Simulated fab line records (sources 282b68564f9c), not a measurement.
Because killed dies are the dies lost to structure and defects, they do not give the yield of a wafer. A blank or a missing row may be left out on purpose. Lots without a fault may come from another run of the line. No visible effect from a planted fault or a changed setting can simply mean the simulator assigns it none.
fab line records + flow rit_cmos
record
- lots=14
- wafers=42
- last_day=8
route steps=202 shown ACTIVE@9 PWELL@49 NLDD@109 PLDD@159 M1@202
lots untouched by any fault: they come from a run of this same line in which no faults occurred
start_h: the number of hours between the record's first day and the start of the first shown wafer of the lot + wait_h: how many hours have passed since the lot's step before this one + " the same as in the row above + L1.1+2: one row covering several wafers at once + - no value, or no start was given + * or withheld: withheld + < > ~ a bound
route shown NAME@n: a module of which the file shows steps, and the number in the route of the first + usual: the fault-free wafers' mean and standard deviation + same: alike in all rows + chamber/n: place in a boat + sites: the reading at each site + _std_site: their standard deviation + _edge_site: mean of outer sites minus mean of inner sites + radius_mm: how far each site lies from the wafer's centre + mask NAME#n: copy n + behind: tool/chamber where the wafer was last shaped + hold: what put the lot on hold/how long, in hours/how the hold closed + device: names the non-switching transistor (n, p or np) + end of line: the tests these same wafers got at the end of their route + a step without rows: its recipe alone + killed: at the first sort, the dies lost to defects and structure; wafer yield is something else + map: dies across one wafer; x = killed, . = not, _ = none there
set.NAME: the run value of the setting; set.NAME@STEP: its run value at that earlier step + model.NAME: the simulator's own value behind a step, which no gauge read
one table for each step of the route and one row for each wafer, over a sample of lots
services: when a tool's chamber went out of use (start_h, in hours from the record's first day, below 0 if earlier), for how many hours, and the reason
## steps
# step RIT_ACTIVE_EXPOSE_08
# recipe
- mask_id=M1
- na=0.6
- source_shape=conventional
- sigma_outer=0.6
- target_cd_nm=1400
- dose_mj=225
# usual
- exposure_dose_mJ_cm2=224.90/0.25
| lot.wafer | tool             | chamber | start_h | wait_h | mask | exposure_dose_mJ_cm2 |
|-----------|------------------|---------|---------|--------|------|----------------------|
| L958.1    | iline_stepper-01 | 0       | 19.83   | 0.1    | M1#0 | 224.66               |
| L958.3    | "                | 0       | "       | "      | M1#0 | 224.86               |
| L958.5    | "                | 0       | "       | "      | M1#0 | 224.84               |
| L959.2    | iline_stepper-01 | 0       | 24.09   | 0.1    | M1#0 | 224.55               |
| L959.3    | "                | 0       | "       | "      | M1#0 | 224.93               |
| L959.6    | "                | 0       | "       | "      | M1#0 | 224.90               |
| L961.2    | iline_stepper-01 | 0       | 35.04   | 0.1    | M1#0 | 225.37               |
| L961.5    | "                | 0       | "       | "      | M1#0 | 224.95               |
| L961.6    | "                | 0       | "       | "      | M1#0 | 224.79               |
| L962.2    | iline_stepper-02 | 0       | 39.21   | 0.2    | M1#0 | 224.93               |
| L962.4    | "                | 0       | "       | "      | M1#0 | 224.86               |
| L962.6    | "                | 0       | "       | "      | M1#0 | 224.71               |
| L963.3    | iline_stepper-02 | 0       | 44.86   | 0.1    | M1#0 | 224.40               |
| L963.4    | "                | 0       | "       | "      | M1#0 | 224.83               |
| L963.6    | "                | 0       | "       | "      | M1#0 | 224.53               |
| L964.1    | iline_stepper-01 | 0       | 51.00   | 0.2    | M1#0 | 224.77               |
| L964.2    | "                | 0       | "       | "      | M1#0 | 224.78               |
| L964.3    | "                | 0       | "       | "      | M1#0 | 224.60               |
| L965.1    | iline_stepper-02 | 0       | 54.51   | 0.2    | M1#0 | 224.97               |
| L965.2    | "                | 0       | "       | "      | M1#0 | 224.65               |
| L965.6    | "                | 0       | "       | "      | M1#0 | 224.99               |
| L966.2    | iline_stepper-02 | 0       | 60.64   | 0.1    | M1#0 | 225.35               |
| L966.3    | "                | 0       | "       | "      | M1#0 | 225.04               |
| L966.5    | "                | 0       | "       | "      | M1#0 | 225.48               |
| L967.2    | iline_stepper-02 | 0       | 65.21   | 0.1    | M1#0 | 224.70               |
| L967.4    | "                | 0       | "       | "      | M1#0 | 224.74               |
| L967.5    | "                | 0       | "       | "      | M1#0 | 224.67               |
| L968.3    | iline_stepper-02 | 0       | 69.52   | 0.1    | M1#0 | 225.25               |
| L968.4    | "                | 0       | "       | "      | M1#0 | 225.37               |
| L968.5    | "                | 0       | "       | "      | M1#0 | 224.99               |
| L971.2    | iline_stepper-02 | 0       | 85.26   | 0.2    | M1#0 | 220.21               |
| L971.3    | "                | 0       | "       | "      | M1#0 | 220.03               |
| L971.4    | "                | 0       | "       | "      | M1#0 | 220.18               |
| L972.2    | iline_stepper-02 | 0       | 89.53   | 0.1    | M1#0 | 216.12               |
| L972.4    | "                | 0       | "       | "      | M1#0 | 216.05               |
| L972.5    | "                | 0       | "       | "      | M1#0 | 216.09               |
| L976.2    | iline_stepper-01 | 0       | 109.62  | 0.1    | M1#0 | 224.76               |
| L976.4    | "                | 0       | "       | "      | M1#0 | 224.58               |
| L976.5    | "                | 0       | "       | "      | M1#0 | 224.98               |
| L979.1    | iline_stepper-01 | 0       | 127.81  | 0.1    | M1#0 | 225.02               |
| L979.3    | "                | 0       | "       | "      | M1#0 | 225.11               |
| L979.4    | "                | 0       | "       | "      | M1#0 | 224.96               |
# step RIT_ACTIVE_CD_MEAS_11
# recipe
- target_cd_nm=1400
# usual
- cd_nm=1399.4/2.3
| lot.wafer | tool      | chamber | start_h | wait_h | cd_nm  |
|-----------|-----------|---------|---------|--------|--------|
| L958.1    | cd_sem-02 | -       | 20.32   | -      | 1397.2 |
| L958.3    | "         | -       | "       | "      | 1397.6 |
| L958.5    | "         | -       | "       | "      | 1399.3 |
| L959.2    | cd_sem-01 | -       | 24.49   | -      | 1400.9 |
| L959.3    | "         | -       | "       | "      | 1401.5 |
| L959.6    | "         | -       | "       | "      | 1401.7 |
| L961.2    | cd_sem-01 | -       | 35.44   | -      | 1402.5 |
| L961.5    | "         | -       | "       | "      | 1402.3 |
| L961.6    | "         | -       | "       | "      | 1402.6 |
| L962.2    | cd_sem-01 | -       | 39.62   | -      | 1400.4 |
| L962.4    | "         | -       | "       | "      | 1399.6 |
| L962.6    | "         | -       | "       | "      | 1400.5 |
| L963.3    | cd_sem-02 | -       | 45.26   | -      | 1402.4 |
| L963.4    | "         | -       | "       | "      | 1403.5 |
| L963.6    | "         | -       | "       | "      | 1401.5 |
| L964.1    | cd_sem-02 | -       | 51.40   | -      | 1399.3 |
| L964.2    | "         | -       | "       | "      | 1398.5 |
| L964.3    | "         | -       | "       | "      | 1397.0 |
| L965.1    | cd_sem-01 | -       | 54.91   | -      | 1399.5 |
| L965.2    | "         | -       | "       | "      | 1395.9 |
| L965.6    | "         | -       | "       | "      | 1399.6 |
| L966.2    | cd_sem-02 | -       | 61.04   | -      | 1399.1 |
| L966.3    | "         | -       | "       | "      | 1397.6 |
| L966.5    | "         | -       | "       | "      | 1399.2 |
| L967.2    | cd_sem-01 | -       | 65.61   | -      | 1397.5 |
| L967.4    | "         | -       | "       | "      | 1396.4 |
| L967.5    | "         | -       | "       | "      | 1395.7 |
| L968.3    | cd_sem-01 | -       | 69.93   | -      | 1402.1 |
| L968.4    | "         | -       | "       | "      | 1400.2 |
| L968.5    | "         | -       | "       | "      | 1402.3 |
| L971.2    | cd_sem-02 | -       | 85.66   | -      | 1404.1 |
| L971.3    | "         | -       | "       | "      | 1332.5 |
| L971.4    | "         | -       | "       | "      | 1379.6 |
| L972.2    | cd_sem-02 | -       | 89.93   | -      | 1353.2 |
| L972.4    | "         | -       | "       | "      | 1354.5 |
| L972.5    | "         | -       | "       | "      | 1398.8 |
| L976.2    | cd_sem-02 | -       | 110.02  | -      | 1399.6 |
| L976.4    | "         | -       | "       | "      | 1399.3 |
| L976.5    | "         | -       | "       | "      | 1398.8 |
| L979.1    | cd_sem-02 | -       | 128.21  | -      | 1397.6 |
| L979.3    | "         | -       | "       | "      | 1396.6 |
| L979.4    | "         | -       | "       | "      | 1396.8 |
# step RIT_PWELL_TW_MEAS_10
# usual
- PWELL_TW=943/16
| lot.wafer | tool          | chamber | start_h | wait_h | PWELL_TW |
|-----------|---------------|---------|---------|--------|----------|
| L958.1    | film_metro-04 | -       | 28.20   | 0.1    | 933      |
| L958.3    | "             | -       | "       | "      | 923      |
| L958.5    | "             | -       | "       | "      | 933      |
| L959.2    | film_metro-03 | -       | 35.43   | 0.1    | 963      |
| L959.3    | "             | -       | "       | "      | 959      |
| L959.6    | "             | -       | "       | "      | 961      |
| L961.2    | film_metro-02 | -       | 43.70   | 0.1    | 954      |
| L961.5    | "             | -       | "       | "      | 953      |
| L961.6    | "             | -       | "       | "      | 954      |
| L962.2    | film_metro-03 | -       | 51.19   | 0.1    | 957      |
| L962.4    | "             | -       | "       | "      | 951      |
| L962.6    | "             | -       | "       | "      | 957      |
| L963.3    | film_metro-04 | -       | 54.59   | 0.1    | 919      |
| L963.4    | "             | -       | "       | "      | 920      |
| L963.6    | "             | -       | "       | "      | 920      |
| L964.1    | film_metro-04 | -       | 59.45   | 0.1    | 921      |
| L964.2    | "             | -       | "       | "      | 922      |
| L964.3    | "             | -       | "       | "      | 920      |
| L965.1    | film_metro-02 | -       | 68.75   | 0.1    | 964      |
| L965.2    | "             | -       | "       | "      | 963      |
| L965.6    | "             | -       | "       | "      | 966      |
| L966.2    | film_metro-03 | -       | 71.65   | 0.1    | 956      |
| L966.3    | "             | -       | "       | "      | 952      |
| L966.5    | "             | -       | "       | "      | 952      |
| L967.2    | film_metro-04 | -       | 76.28   | 0.1    | 930      |
| L967.4    | "             | -       | "       | "      | 927      |
| L967.5    | "             | -       | "       | "      | 930      |
| L968.3    | film_metro-04 | -       | 80.18   | 0.1    | 929      |
| L968.4    | "             | -       | "       | "      | 936      |
| L968.5    | "             | -       | "       | "      | 928      |
| L971.2    | film_metro-04 | -       | 101.30  | 0.1    | 928      |
| L971.3    | "             | -       | "       | "      | 937      |
| L971.4    | "             | -       | "       | "      | 932      |
| L972.2    | film_metro-02 | -       | 103.28  | 0.1    | 965      |
| L972.4    | "             | -       | "       | "      | 959      |
| L972.5    | "             | -       | "       | "      | 966      |
| L976.2    | film_metro-04 | -       | 121.97  | 0.1    | 927      |
| L976.4    | "             | -       | "       | "      | 935      |
| L976.5    | "             | -       | "       | "      | 926      |
| L979.1    | film_metro-04 | -       | 150.45  | 0.1    | 932      |
| L979.3    | "             | -       | "       | "      | 930      |
| L979.4    | "             | -       | "       | "      | 930      |
# step RIT_NLDD_OVL_MEAS_06
# usual
- NLDD_OVL=1.0/1.1
| lot.wafer | tool       | chamber | start_h | wait_h | NLDD_OVL[nm] |
|-----------|------------|---------|---------|--------|--------------|
| L958.1    | overlay-01 | -       | 47.00   | -      | 3.5          |
| L958.3    | "          | -       | "       | "      | 1.0          |
| L958.5    | "          | -       | "       | "      | 1.8          |
| L959.2    | overlay-02 | -       | 57.74   | -      | 1.8          |
| L959.3    | "          | -       | "       | "      | 1.8          |
| L959.6    | "          | -       | "       | "      | 2.0          |
| L961.2    | overlay-01 | -       | 68.89   | -      | 0.9          |
| L961.5    | "          | -       | "       | "      | 1.6          |
| L961.6    | "          | -       | "       | "      | 2.7          |
| L962.2    | overlay-01 | -       | 71.90   | -      | 0.6          |
| L962.4    | "          | -       | "       | "      | -1.0         |
| L962.6    | "          | -       | "       | "      | 1.6          |
| L963.3    | overlay-01 | -       | 77.59   | -      | 0.4          |
| L963.4    | "          | -       | "       | "      | 3.5          |
| L963.6    | "          | -       | "       | "      | 0.5          |
| L964.1    | overlay-01 | -       | 82.67   | -      | 0.6          |
| L964.2    | "          | -       | "       | "      | -1.3         |
| L964.3    | "          | -       | "       | "      | -0.1         |
| L965.1    | overlay-02 | -       | 90.20   | -      | 0.9          |
| L965.2    | "          | -       | "       | "      | 0.3          |
| L965.6    | "          | -       | "       | "      | 1.6          |
| L966.2    | overlay-02 | -       | 95.24   | -      | 0.1          |
| L966.3    | "          | -       | "       | "      | 0.1          |
| L966.5    | "          | -       | "       | "      | 0.1          |
| L967.2    | overlay-02 | -       | 102.00  | -      | 2.0          |
| L967.4    | "          | -       | "       | "      | 1.8          |
| L967.5    | "          | -       | "       | "      | 0.4          |
| L968.3    | overlay-02 | -       | 104.56  | -      | 2.6          |
| L968.4    | "          | -       | "       | "      | 0.6          |
| L968.5    | "          | -       | "       | "      | 0.2          |
| L971.2    | overlay-02 | -       | 127.77  | -      | 2.1          |
| L971.3    | "          | -       | "       | "      | 2.2          |
| L971.4    | "          | -       | "       | "      | 2.3          |
| L972.2    | overlay-01 | -       | 128.01  | -      | 1.0          |
| L972.4    | "          | -       | "       | "      | -1.0         |
| L972.5    | "          | -       | "       | "      | 2.0          |
| L976.2    | overlay-02 | -       | 153.88  | -      | -1.7         |
| L976.4    | "          | -       | "       | "      | -0.1         |
| L976.5    | "          | -       | "       | "      | 1.5          |
| L979.1    | overlay-02 | -       | 177.10  | -      | 0.5          |
| L979.3    | "          | -       | "       | "      | 1.5          |
| L979.4    | "          | -       | "       | "      | 2.3          |
# step RIT_SDANNEAL_RS_MEAS_06
# recipe
- thk_meas_gauge=four-point-probe
# usual
- PLDD_RS=178.6/0.54
| lot.wafer | tool          | chamber | start_h | wait_h | PLDD_RS[ohm/sq] |
|-----------|---------------|---------|---------|--------|-----------------|
| L958.1    | film_metro-02 | -       | 56.32   | 0.1    | 178.3           |
| L958.3    | "             | -       | "       | "      | 178.6           |
| L958.5    | "             | -       | "       | "      | 178.4           |
| L959.2    | film_metro-01 | -       | 66.00   | 0.1    | 178.4           |
| L959.3    | "             | -       | "       | "      | 178.9           |
| L959.6    | "             | -       | "       | "      | 178.2           |
| L961.2    | film_metro-03 | -       | 78.29   | 0.1    | 177.9           |
| L961.5    | "             | -       | "       | "      | 178.1           |
| L961.6    | "             | -       | "       | "      | 177.5           |
| L962.2    | film_metro-03 | -       | 81.29   | 0.1    | 178.6           |
| L962.4    | "             | -       | "       | "      | 178.2           |
| L962.6    | "             | -       | "       | "      | 178.4           |
| L963.3    | film_metro-03 | -       | 85.97   | 0.1    | 178.5           |
| L963.4    | "             | -       | "       | "      | 178.1           |
| L963.6    | "             | -       | "       | "      | 177.9           |
| L964.1    | film_metro-03 | -       | 91.08   | 0.1    | 179.9           |
| L964.2    | "             | -       | "       | "      | 179.5           |
| L964.3    | "             | -       | "       | "      | 179.3           |
| L965.1    | film_metro-03 | -       | 98.44   | 0.1    | 177.8           |
| L965.2    | "             | -       | "       | "      | 178.2           |
| L965.6    | "             | -       | "       | "      | 178.2           |
| L966.2    | film_metro-03 | -       | 103.69  | 0.1    | 177.8           |
| L966.3    | "             | -       | "       | "      | 177.9           |
| L966.5    | "             | -       | "       | "      | 177.6           |
| L967.2    | film_metro-01 | -       | 110.17  | 0.1    | 178.9           |
| L967.4    | "             | -       | "       | "      | 178.6           |
| L967.5    | "             | -       | "       | "      | 178.7           |
| L968.3    | film_metro-01 | -       | 112.72  | 0.1    | 179.3           |
| L968.4    | "             | -       | "       | "      | 179.5           |
| L968.5    | "             | -       | "       | "      | 179.4           |
| L972.2    | film_metro-02 | -       | 136.49  | 0.1    | 179.6           |
| L972.4    | "             | -       | "       | "      | 179.5           |
| L972.5    | "             | -       | "       | "      | 179.4           |
| L971.2    | film_metro-01 | -       | 136.98  | 0.1    | 178.3           |
| L971.3    | "             | -       | "       | "      | 178.2           |
| L971.4    | "             | -       | "       | "      | 178.3           |
| L976.2    | film_metro-01 | -       | 162.50  | 0.1    | 179.1           |
| L976.4    | "             | -       | "       | "      | 179.0           |
| L976.5    | "             | -       | "       | "      | 178.7           |
| L979.1    | film_metro-03 | -       | 185.60  | 0.1    | 178.6           |
| L979.3    | "             | -       | "       | "      | 178.2           |
| L979.4    | "             | -       | "       | "      | 178.7           |
# step RIT_M1_PROBE_99
# usual
- killed_at_contacts=0.1/0.24
- killed_at_front_end=7/3.1
- killed_dies=7/3.1
- killed_open=3.3/1.9
- killed_short=3.9/2.1
# same
- gross_dies=264
- killed_at_M0_to_M3=0
- killed_at_M4_up=0
- killed_at_back_side=0
- killed_at_other=0
| lot.wafer | tool      | chamber | start_h | wait_h | killed_at_contacts | killed_at_front_end | killed_dies | killed_open | killed_short |
|-----------|-----------|---------|---------|--------|--------------------|---------------------|-------------|-------------|--------------|
| L976.2    | prober-02 | -       | 169.79  | 0.1    | 0                  | 7                   | 7           | 5           | 2            |
| L976.4    | prober-02 | -       | 169.89  | 0.2    | 0                  | 17                  | 17          | 8           | 9            |
| L976.5    | prober-02 | -       | 169.94  | 0.2    | 0                  | 11                  | 11          | 5           | 6            |
# killed by level:class
L976.2 GATE:geometric_particle:open=2 REOX:geometric_particle:open=2 REOX:geometric_particle:short=1 SILICIDE:geometric_particle:short=1 SILICIDE:geometric_particle:open=1
L976.4 REOX:geometric_particle:open=4 GATE:geometric_particle:short=3 REOX:geometric_particle:short=3 FOX1:geometric_particle:short=2 FOX1:geometric_particle:open=1 FOX2:geometric_particle:short=1 GATE:geometric_particle:open=1 SPACER:geometric_particle:open=1
L976.5 GATE:geometric_particle:short=3 REOX:geometric_particle:open=2 FOX1:geometric_particle:open=1 FOX2:geometric_particle:short=1 GATE:geometric_particle:open=1 REOX:geometric_particle:short=1 SPACER:geometric_particle:open=1 SILICIDE:geometric_particle:short=1
## services
| tool             | chamber | start_h | hours | kind        |
|------------------|---------|---------|-------|-------------|
| iline_stepper-02 | -       | 16.33   | 21.4  | repair      |
| iline_stepper-02 | 0       | 59.27   | -     | calibration |
| iline_stepper-01 | 0       | 60.40   | -     | calibration |
| iline_stepper-01 | -       | 111.55  | 2.7   | repair      |
## key
first_sign
- step=RIT_ACTIVE_EXPOSE_08
- reading=exposure_dose_mJ_cm2
- direction=down
- sigmas=27
- usual=224.90
- struck=218.12
effect
- step=RIT_ACTIVE_CD_MEAS_11
- reading=cd_nm
- direction=down
- sigmas=13
- usual=1399.4
- struck=1370.5
- wafers_moved=4
- through=control_loop
met_at RIT_ACTIVE_EXPOSE_08
struck_lots L971,L972
tester_left_out L971,L972
loop_trim
- step=RIT_ACTIVE_EXPOSE_08
- setting=dose
- lots=L971,L972
not_acting_at RIT_PWELL_TW_MEAS_10,RIT_NLDD_OVL_MEAS_06,RIT_SDANNEAL_RS_MEAS_06
onset_between 69.52 85.26
fault
- kind=process_parameter_drift
- tool=iline_stepper-02
- chamber=-
- onset_h=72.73
- steps=RIT_ACTIVE_EXPOSE_08
- channel=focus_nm
- offset=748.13
- spread_by_wafer=0.3
- shape=step
- end_h=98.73
# tester_left_out: of these lots the tester's yield and bins aren't shown, on N5 and GAA mostly nor the transistor test; their killed dies are dies lost to structure and defects alone, not to doping, threshold or leakage, so they don't give the yield
# loop_trim: a control loop set the setting to another value than it would have without faults
